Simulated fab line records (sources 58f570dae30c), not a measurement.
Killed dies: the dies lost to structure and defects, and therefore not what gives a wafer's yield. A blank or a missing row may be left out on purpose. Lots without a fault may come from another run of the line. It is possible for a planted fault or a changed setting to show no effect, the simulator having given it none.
Split-lot trial / flow berkeley cmos170 / route with 331 steps; 5 lots, 27 wafers read

THE SPLIT ITSELF
At UCB170_V2_ETCH_14 (etches SiO2 in CHF3/CF4/Ar, stops on Al, target depth 1250 nm, time 291 s), the setting time s was moved away from the recipe's 291 s on 12 of the 27 wafers read, by -53.0% to +34.5%. This setting was run at the recipe's value on the other wafers.

FROM THE SPLIT ON TO THE READING: in between, the file shows 1 step
- UCB170_V2_STRIP_15: strips in O2

THE READING
Shown in nm: cd nm at UCB170_V2_CD_MEAS_90, with target cd 700 nm. A value of 699.4 nm with a standard deviation of 1.7 nm is what fault-free wafers of this fab line usually give.

wafer=L075.1; tool, chamber at the split=rie diel-04, 3; time s as run, s=136.8; against the recipe=-53.0%; cd nm, nm=695.5; against lot-mates on the recipe=-4.5
wafer=L075.2; tool, chamber at the split=rie diel-04, 2; time s as run, s=136.8; against the recipe=-53.0%; cd nm, nm=693.1; against lot-mates on the recipe=-6.9
wafer=L075.3; tool, chamber at the split=rie diel-04, 0; time s as run, s=291; against the recipe=recipe; cd nm, nm=699.8; against lot-mates on the recipe=-
wafer=L075.4; tool, chamber at the split=rie diel-04, 1; time s as run, s=291; against the recipe=recipe; cd nm, nm=699.4; against lot-mates on the recipe=-
wafer=L075.5; tool, chamber at the split=rie diel-04, 2; time s as run, s=136.8; against the recipe=-53.0%; cd nm, nm=694.5; against lot-mates on the recipe=-5.5
wafer=L075.6; tool, chamber at the split=rie diel-04, 1; time s as run, s=291; against the recipe=recipe; cd nm, nm=700.9; against lot-mates on the recipe=-
wafer=L077.1; tool, chamber at the split=rie diel-02, 3; time s as run, s=391.3; against the recipe=+34.5%; cd nm, nm=703.1; against lot-mates on the recipe=+3.4
wafer=L077.2; tool, chamber at the split=rie diel-02, 0; time s as run, s=291; against the recipe=recipe; cd nm, nm=698.8; against lot-mates on the recipe=-
wafer=L077.3; tool, chamber at the split=rie diel-02, 2; time s as run, s=291; against the recipe=recipe; cd nm, nm=700.3; against lot-mates on the recipe=-
wafer=L077.4; tool, chamber at the split=rie diel-02, 1; time s as run, s=291; against the recipe=recipe; cd nm, nm=699.9; against lot-mates on the recipe=-
wafer=L077.5; tool, chamber at the split=rie diel-02, 1; time s as run, s=391.3; against the recipe=+34.5%; cd nm, nm=704.7; against lot-mates on the recipe=+5.0
wafer=L077.6; tool, chamber at the split=rie diel-02, 0; time s as run, s=391.3; against the recipe=+34.5%; cd nm, nm=702.1; against lot-mates on the recipe=+2.4
wafer=L079.1; tool, chamber at the split=rie diel-01, 2; time s as run, s=163.3; against the recipe=-43.9%; cd nm, nm=695.6; against lot-mates on the recipe=-2.9
wafer=L079.2; tool, chamber at the split=rie diel-01, 1; time s as run, s=291; against the recipe=recipe; cd nm, nm=698.9; against lot-mates on the recipe=-
wafer=L079.3; tool, chamber at the split=rie diel-01, 3; time s as run, s=163.3; against the recipe=-43.9%; cd nm, nm=693.2; against lot-mates on the recipe=-5.3
wafer=L079.4; tool, chamber at the split=rie diel-01, 0; time s as run, s=291; against the recipe=recipe; cd nm, nm=698.3; against lot-mates on the recipe=-
wafer=L079.5; tool, chamber at the split=rie diel-01, 1; time s as run, s=163.3; against the recipe=-43.9%; cd nm, nm=693.3; against lot-mates on the recipe=-5.2
wafer=L079.6; tool, chamber at the split=rie diel-01, 0; time s as run, s=291; against the recipe=recipe; cd nm, nm=698.3; against lot-mates on the recipe=-
wafer=L081.1; tool, chamber at the split=rie diel-02, 3; time s as run, s=361.7; against the recipe=+24.3%; cd nm, nm=703.6; against lot-mates on the recipe=+4.4
wafer=L081.2; tool, chamber at the split=rie diel-02, 2; time s as run, s=361.7; against the recipe=+24.3%; cd nm, nm=700.7; against lot-mates on the recipe=+1.5
wafer=L081.3; tool, chamber at the split=rie diel-02, 0; time s as run, s=291; against the recipe=recipe; cd nm, nm=698.8; against lot-mates on the recipe=-
wafer=L081.4; tool, chamber at the split=rie diel-02, 2; time s as run, s=291; against the recipe=recipe; cd nm, nm=699.2; against lot-mates on the recipe=-
wafer=L081.5; tool, chamber at the split=rie diel-02, 3; time s as run, s=361.7; against the recipe=+24.3%; cd nm, nm=702.7; against lot-mates on the recipe=+3.5
wafer=L081.6; tool, chamber at the split=rie diel-02, 0; time s as run, s=291; against the recipe=recipe; cd nm, nm=699.5; against lot-mates on the recipe=-
wafer=L085.1; tool, chamber at the split=rie diel-01, 3; time s as run, s=291; against the recipe=recipe; cd nm, nm=696.9; against lot-mates on the recipe=-
wafer=L085.3; tool, chamber at the split=rie diel-01, 2; time s as run, s=291; against the recipe=recipe; cd nm, nm=699.6; against lot-mates on the recipe=-
wafer=L085.4; tool, chamber at the split=rie diel-01, 0; time s as run, s=291; against the recipe=recipe; cd nm, nm=696.6; against lot-mates on the recipe=-

THE FIT
A straight line over all 27 wafers: cd nm changes by +0.108 nm for each +1% of time s; r = +0.92; the points scatter about the line by 1.2 nm.
The same after taking each lot's own level away (the mean of its wafers on the recipe; 27 wafers): +0.108 nm for each +1%; r = +0.95; scatter 0.97 nm.
Per that fit: largest time s move, reading shift of 5.7 nm.
Measured against the standard deviation above, the lots' own levels, which go from 697.70 to 700.03 nm, span 1.4 times it.
So the lot-to-lot level changes the slope little: the two slopes agree.
Check: for one of the wafers moved furthest among these (-53.0%), held out of the fit, the line's prediction against its lot-mates is -5.83 nm. It came out at -4.53 nm against them.

THE WHOLE CHAIN: every reading that the file lists as answering this split, in the file's order
step=UCB170_V2_ETCH_14; what it does=etches SiO2 in CHF3/CF4/Ar, stops on Al, target depth 1250 nm, time 291 s; reading=V2.feature depth nm (the simulator's own value, which no gauge read); change (the file's fit)=not straight: 587.9 at the lowest setting, 999.8 at the recipe, 1010 at the highest; r (the file's)=not given
step=UCB170_V2_ETCH_14; what it does=etches SiO2 in CHF3/CF4/Ar, stops on Al, target depth 1250 nm, time 291 s; reading=etch.depth nm (the simulator's own value, which no gauge read); change (the file's fit)=+5.52 nm for each +1% of the setting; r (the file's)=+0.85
step=UCB170_V2_STRIP_15; what it does=strips in O2; reading=strip time to endpoint s; change (the file's fit)=withheld for each +1% of the setting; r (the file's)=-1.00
step=UCB170_V2_CD_MEAS_90; what it does=target cd 700 nm; reading=cd nm; change (the file's fit)=+0.107 nm for each +1% of the setting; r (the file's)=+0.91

FILE'S OWN FIT
cd nm changes by +0.107 nm for each +1% of time s, r = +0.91.
